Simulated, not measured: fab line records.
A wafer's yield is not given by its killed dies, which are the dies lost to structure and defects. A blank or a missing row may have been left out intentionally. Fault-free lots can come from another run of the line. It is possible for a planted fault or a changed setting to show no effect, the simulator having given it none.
Split-lot experiment | flow berkeleyCmos170 | 23 wafers read across 5 lots, on a route 331 steps long

== THE SPLIT ==
At UCB170_NLDD_IMPLANT_08, the setting energyKev was moved away from the recipe's 30 on 4 of the 23 wafers read, by +2.8% to +4.4%. For the rest of the wafers, this setting stayed at what the recipe calls for.

The reading is taken at the split's own step.

== THE READING ==
The simulator's own value implant.drpNm, read by no gauge, in nm at UCB170_NLDD_IMPLANT_08. No usual value for it is given in the file.

wafer  | tool, chamber at the split | energyKev as run | against the recipe | implant.drpNm, nm | against lot-mates on the recipe
L074.1 | implanter-02, 0            | 30.85            | +2.8%              | 9.809             | +0.198
L074.4 | implanter-02, 0            | 30.85            | +2.8%              | 9.809             | +0.198
L074.2 | implanter-02, 0            | 30               | recipe             | 9.611             | -
L074.3 | implanter-02, 0            | 30               | recipe             | 9.611             | -
L074.6 | implanter-02, 0            | 30               | recipe             | 9.611             | -
L076.1 | implanter-02, 0            | 31.31            | +4.4%              | 9.917             | +0.306
L076.3 | implanter-02, 0            | 31.31            | +4.4%              | 9.917             | +0.306
L076.2 | implanter-02, 0            | 30               | recipe             | 9.611             | -
L076.5 | implanter-02, 0            | 30               | recipe             | 9.611             | -
L076.6 | implanter-02, 0            | 30               | recipe             | 9.611             | -
L075.1 | implanter-03, 0            | 30               | recipe             | 9.611             | -
L075.2 | implanter-03, 0            | 30               | recipe             | 9.611             | -
L075.3 | implanter-03, 0            | 30               | recipe             | 9.611             | -
L075.5 | implanter-03, 0            | 30               | recipe             | 9.611             | -
L075.6 | implanter-03, 0            | 30               | recipe             | 9.611             | -
L079.1 | implanter-02, 0            | 30               | recipe             | 9.611             | -
L079.2 | implanter-02, 0            | 30               | recipe             | 9.611             | -
L079.3 | implanter-02, 0            | 30               | recipe             | 9.611             | -
L079.5 | implanter-02, 0            | 30               | recipe             | 9.611             | -
L079.6 | implanter-02, 0            | 30               | recipe             | 9.611             | -
L084.2 | implanter-01, 0            | 30               | recipe             | 9.611             | -
L084.3 | implanter-01, 0            | 30               | recipe             | 9.611             | -
L084.5 | implanter-01, 0            | 30               | recipe             | 9.611             | -

FIT RESULTS
A straight line over all 23 wafers: implant.drpNm changes by +0.07 nm for each +1% of energyKev; r = +1.00; the points scatter about the line by 0.00014 nm.
The same after taking each lot's own level away (the mean of its wafers on the recipe; 23 wafers): +0.07 nm for each +1%; r = +1.00; scatter 0.00014 nm.
The reading moves by 0.31 nm for the largest change in energyKev, on that fit.
The lots' own levels span 9.6110 to 9.6110 nm.
Hence the lot-to-lot level has little effect on the slope; both slopes agree.
Check: with one of the wafers moved furthest among these (+4.4%) left out of the fit, the line predicts +0.306 nm for it against its lot-mates. It came out at +0.306 nm against them.

== OTHER SPLITS ON THESE WAFERS ==
Before the reading, these wafers also passed through other splits. Each is held against what the fit with the lots' levels taken away leaves over:
other split on the same wafers | wafers away from the commonest value | r with implant.drpNm (lot level and that fit taken away)
UCB170_PVT_IMPLANT_07 doseCm2  | 9                                    | +0.30
UCB170_NLDD_EXPOSE_03 doseMj   | 7                                    | -0.21

== FILE'S OWN FIT ==
implant.drpNm changes by +0.0702 nm for each +1% of energyKev, r = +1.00.
